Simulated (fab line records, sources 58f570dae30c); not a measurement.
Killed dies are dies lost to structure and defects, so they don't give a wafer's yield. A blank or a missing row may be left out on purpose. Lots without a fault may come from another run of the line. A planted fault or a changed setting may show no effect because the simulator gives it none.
One fault seen from 2 desks | flow berkeley_cmos170 | each desk has only its own numbers; what lay behind them comes last

THE METROLOGY DESK
What the gauges read, lot by lot, whatever tool the lot ran on: means of the sampled wafers that have a number. A lot is out of limits, marked OUT, if its mean lies more than 4 standard deviations from the usual mean; the brackets give that distance.
Columns: A = cd_nm at UCB170_M1_CD_MEAS_90, usual 699.6 nm; B = M2_AL_RS at UCB170_M2_RS_MEAS_02, usual 0.03214 ohm/sq; C = M3_AL_THK at UCB170_M3_THK_MEAS_03, usual 896 nm
lot  | first seen here | A     | B       | C
L406 | day 8 16:37     | 699.0 | 0.03177 | 903
L405 | day 8 18:29     | 698.5 | 0.03231 | 890
L408 | day 8 20:09     | 701.4 | 0.03206 | 902
L409 | day 8 21:53     | 699.3 | 0.03229 | 897
L407 | day 9 00:42     | 697.2 | 0.03226 | 894
L419 | day 10 16:06    | 697.2 | 0.03224 | 901
L417 | day 10 22:04    | 700.7 | 0.03175 | 896
L415 | day 10 22:10    | 702.8 | 0.03229 | 899
L418 | day 10 23:10    | 698.3 | 0.03250 | 877
L423 | day 11 17:31    | 700.0 | 0.03213 | 902
L420 | day 11 17:52    | 698.9 | 0.03229 | 886
L422 | day 12 00:37    | 700.0 | 0.03208 | 871
L421 | day 12 01:15    | 700.7 | 0.03207 | 905
This desk's finding: nothing out of limits on any of the 13 lots.

THE TOOL OWNER'S DESK: rie_metal-03
The tool's own readings at UCB170_M1_METAL_ETCH_12 (etches Al in Cl2/BCl3, stops on PSG, target depth 780 nm, time 130 s): means of the sampled wafers that have a number, for each lot that ran on this tool. A lot is out of limits, marked OUT, if its mean lies more than 4 standard deviations from the usual mean; the brackets give that distance.
Columns: A = drypump_motor_current_A at UCB170_M1_METAL_ETCH_12, usual 5.6 A; B = oes_product_au at UCB170_M1_METAL_ETCH_12, usual 0.860 a.u.; C = throttle_valve_pct at UCB170_M1_METAL_ETCH_12, usual 24.46 %
lot  | first seen here | A   | B     | C
L405 | day 8 18:16     | 5.6 | 0.865 | 24.44
L408 | day 8 19:55     | 5.3 | 0.855 | 24.48
L415 | day 10 21:55    | 5.4 | 0.850 | 24.46
This desk's finding: nothing out of limits on any of the 3 lots.

PUT TOGETHER
The metrology desk saw nothing out of limits.
The tool owner's desk saw nothing out of limits.

WHAT THE SIMULATOR HAD PUT IN
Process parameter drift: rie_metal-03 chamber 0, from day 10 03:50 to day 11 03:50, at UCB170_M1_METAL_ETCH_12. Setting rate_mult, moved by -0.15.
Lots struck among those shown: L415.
